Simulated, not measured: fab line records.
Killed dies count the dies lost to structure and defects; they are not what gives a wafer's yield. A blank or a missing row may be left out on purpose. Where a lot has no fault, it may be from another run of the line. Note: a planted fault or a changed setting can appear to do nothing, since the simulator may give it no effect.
2 desks looking at one fault || flow ritCmos || only its own numbers are on each desk; what lay behind them is given at the end

== DESK OF THE TOOL OWNER: wetBench-03 ==
The tool's own readings at RIT_M1_STRIP_13 (strips in nmp, time 600 s): means of the sampled wafers that have a number, for each lot that ran on this tool. Any lot whose mean is over 4 standard deviations away from the usual mean is out of limits and marked OUT; that distance is given in the brackets.
Columns: A = bathGuardTempC at RIT_M1_STRIP_13, usual 80.1 C; B = bathHeatDutyPct at RIT_M1_STRIP_13, usual 17.4 %
{"lot": "L425", "first seen here": "day 5 04:10", "A": 80.3, "B": 18.4}
{"lot": "L432", "first seen here": "day 6 22:10", "A": 80.6, "B": 19.7}
{"lot": "L433", "first seen here": "day 7 00:38", "A": 80.0, "B": 16.9}
Result from this desk: across the 3 lots, nothing is out of limits.

== THE METROLOGY DESK ==
What the gauges read, lot by lot, whatever tool the lot ran on: means of the sampled wafers that have a number. Any lot whose mean is over 4 standard deviations away from the usual mean is out of limits and marked OUT; that distance is given in the brackets.
Columns: A = M1_AL_RS at RIT_M1_RS_MEAS_01, usual 0.0736 ohm/sq; B = M1_AL_THK at RIT_M1_THK_MEAS_02, usual 400 nm; C = cdNm at RIT_M1_CD_MEAS_09, usual 2599.7 nm; D = M1_OVL at RIT_M1_OVL_MEAS_10, usual -0.5 nm
{"lot": "L425", "first seen here": "day 5 02:25", "A": 0.0731, "B": 404, "C": 2595.4, "D": -0.9}
{"lot": "L427", "first seen here": "day 5 15:19", "A": 0.0742, "B": 401, "C": 2598.1, "D": 1.4}
{"lot": "L430", "first seen here": "day 6 05:41", "A": 0.0729, "B": 401, "C": 2599.0, "D": -1.0}
{"lot": "L431", "first seen here": "day 6 09:54", "A": 0.0739, "B": 401, "C": 2600.2, "D": -3.7}
{"lot": "L432", "first seen here": "day 6 20:20", "A": 0.0747, "B": 397, "C": 2599.1, "D": -0.9}
{"lot": "L433", "first seen here": "day 6 22:57", "A": 0.0740, "B": 397, "C": 2602.8, "D": -0.9}
Result from this desk: across the 6 lots, nothing is out of limits.

== ALL TOGETHER ==
The desk of the tool owner found nothing out of limits.
At the metrology desk, nothing out of limits was observed.

== WHAT HAD BEEN PUT IN BY THE SIMULATOR ==
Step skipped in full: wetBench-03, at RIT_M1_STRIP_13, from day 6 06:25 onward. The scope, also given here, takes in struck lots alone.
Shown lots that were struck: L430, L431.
